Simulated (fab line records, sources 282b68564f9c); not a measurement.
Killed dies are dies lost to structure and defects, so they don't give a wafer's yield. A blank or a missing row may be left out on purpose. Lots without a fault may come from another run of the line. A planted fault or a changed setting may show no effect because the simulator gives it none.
Which tool did it? | flow rit_cmos | 14 lots, 42 wafers sampled, at 3 steps of a route of 202

WHAT THE GAUGES READ, wafer by wafer
RIT_PWELL_TW_MEAS_10. Usual: PWELL_TW 947, standard deviation 11.
lot  | measured    | on            | PWELL_TW                | flag
L503 | day 2 00:11 | film_metro-02 | 947 943 947             |
L504 | day 2 05:22 | film_metro-02 | 946 946 951             |
L505 | day 2 10:55 | film_metro-04 | 944 936 945             |
L506 | day 2 13:29 | film_metro-01 | 771 771 771 773 771 774 | OFF
L507 | day 2 19:42 | film_metro-04 | 750 749 754 753 749 755 | OFF
L508 | day 2 23:41 | film_metro-01 | 963 961 961             |
L509 | day 3 05:33 | film_metro-01 | 967 966 966             |
L515 | day 4 11:31 | film_metro-02 | 940 943 941             |
L516 | day 4 16:34 | film_metro-01 | 963 962 963             |
L518 | day 5 03:15 | film_metro-01 | 963 964 967             |
L523 | day 6 05:31 | film_metro-04 | 947 946 941             |
L524 | day 6 10:01 | film_metro-01 | 968 965 964             |
L525 | day 6 17:56 | film_metro-04 | 941 944 944             |
L526 | day 6 21:59 | film_metro-02 | 938 934 935             |

RIT_WELLDRIVE_RS_MEAS_02: measures by four-point-probe. Usual: PWELL_RS 429.7 ohm/sq, standard deviation 1.1.
lot  | measured    | on            | PWELL_RS (ohm/sq)                   | flag
L503 | day 2 05:27 | film_metro-04 | 427.8 429.3 428.9                   |
L504 | day 2 10:38 | film_metro-02 | 430.4 429.7 429.7                   |
L505 | day 2 16:11 | film_metro-02 | 429.1 429.8 427.9                   |
L506 | day 3 03:09 | film_metro-01 | 668.7 670.6 674.5 668.5 672.7 673.6 | OFF
L507 | day 3 04:43 | film_metro-04 | 675.2 678.1 674.7 675.1 678.0 674.6 | OFF
L508 | day 3 06:38 | film_metro-01 | 429.8 429.2 429.4                   |
L509 | day 3 10:49 | film_metro-02 | 432.0 429.6 430.5                   |
L515 | day 4 16:52 | film_metro-04 | 431.5 431.4 430.6                   |
L516 | day 4 21:56 | film_metro-04 | 429.2 429.0 430.3                   |
L518 | day 5 09:07 | film_metro-01 | 430.1 428.7 429.0                   |
L523 | day 6 13:34 | film_metro-02 | 428.1 428.0 427.9                   |
L524 | day 6 16:17 | film_metro-04 | 428.9 429.4 428.6                   |
L525 | day 7 01:24 | film_metro-02 | 429.3 429.8 429.4                   |
L526 | day 7 06:29 | film_metro-04 | 430.5 430.0 429.7                   |

WHICH TOOL RAN EACH LOT (tool, then ch and the chambers of the sampled wafers, then the start)
lot  | RIT_PWELL_IMPLANT_08
L503 | implanter-02 ch 0, day 1 23:52
L504 | implanter-04 ch 0, day 2 05:02
L505 | implanter-04 ch 0, day 2 10:36
L506 | implanter-04 ch 0, day 2 13:11
L507 | implanter-04 ch 0, day 2 19:23
L508 | implanter-02 ch 0, day 2 23:23
L509 | implanter-03 ch 0, day 3 05:14
L515 | implanter-03 ch 0, day 4 11:13
L516 | implanter-03 ch 0, day 4 16:15
L518 | implanter-02 ch 0, day 5 02:56
L523 | implanter-02 ch 0, day 6 05:12
L524 | implanter-04 ch 0, day 6 09:43
L525 | implanter-04 ch 0, day 6 17:37
L526 | implanter-03 ch 0, day 6 21:40
- RIT_PWELL_IMPLANT_08

WHAT THE TOOLS THEMSELVES READ (means of the sampled wafers that have a number; where no wafer has one, the mark that the record gives instead)
RIT_PWELL_IMPLANT_08. Usual: dose_ions_cm2 7e+13, standard deviation 7.8e+10; faraday_current_uA 222, standard deviation 4.1; tilt_deg 6.994 degrees, standard deviation 0.019.
lot  | tool         | dose_ions_cm2 | faraday_current_uA | tilt_deg (degrees) | flag
L503 | implanter-02 | 7e+13         | 224                | 6.959              |
L504 | implanter-04 | 7e+13         | 223                | 6.996              |
L505 | implanter-04 | 7e+13         | 220                | 7.004              |
L506 | implanter-04 | 4e+13         | 112                | 7.000              | OFF
L507 | implanter-04 | 4e+13         | 113                | 7.003              | OFF
L508 | implanter-02 | 7e+13         | 221                | 6.970              |
L509 | implanter-03 | 7e+13         | 220                | 7.012              |
L515 | implanter-03 | 7e+13         | 226                | 6.975              |
L516 | implanter-03 | 7e+13         | 218                | 6.988              |
L518 | implanter-02 | 7e+13         | 222                | 6.992              |
L523 | implanter-02 | 7e+13         | 219                | 6.991              |
L524 | implanter-04 | 7e+13         | 223                | 6.999              |
L525 | implanter-04 | 7e+13         | 224                | 6.990              |
L526 | implanter-03 | 7e+13         | 220                | 7.012              |

THE ANSWER, worked out from the rows above alone
Rule: a lot is off if the mean of its wafers that have a number lies more than 3 standard deviations from the usual mean. A lot without any number at a reading at which 4 lots or more have one is off too. The other lots that the step has rows for count as sound. The gauges are gone through in route order, then the tools' own readings, and for those a lot's mean is taken as printed above. The first step at which some lot is off is used, and at that step the reading that is off furthest; a lot without a number counts as furthest.
Off: L506, L507, at RIT_PWELL_TW_MEAS_10 (PWELL_TW).
A tool fits if, at a process step before that reading, it ran every lot that is off, and no sound lot after the first of them. The gauges at RIT_PWELL_TW_MEAS_10 aren't tried: what is off there is off at RIT_PWELL_IMPLANT_08 too, on other tools, and a gauge's error can't cause that. None of those tried fits.

WHAT THE SIMULATOR HAD PUT IN
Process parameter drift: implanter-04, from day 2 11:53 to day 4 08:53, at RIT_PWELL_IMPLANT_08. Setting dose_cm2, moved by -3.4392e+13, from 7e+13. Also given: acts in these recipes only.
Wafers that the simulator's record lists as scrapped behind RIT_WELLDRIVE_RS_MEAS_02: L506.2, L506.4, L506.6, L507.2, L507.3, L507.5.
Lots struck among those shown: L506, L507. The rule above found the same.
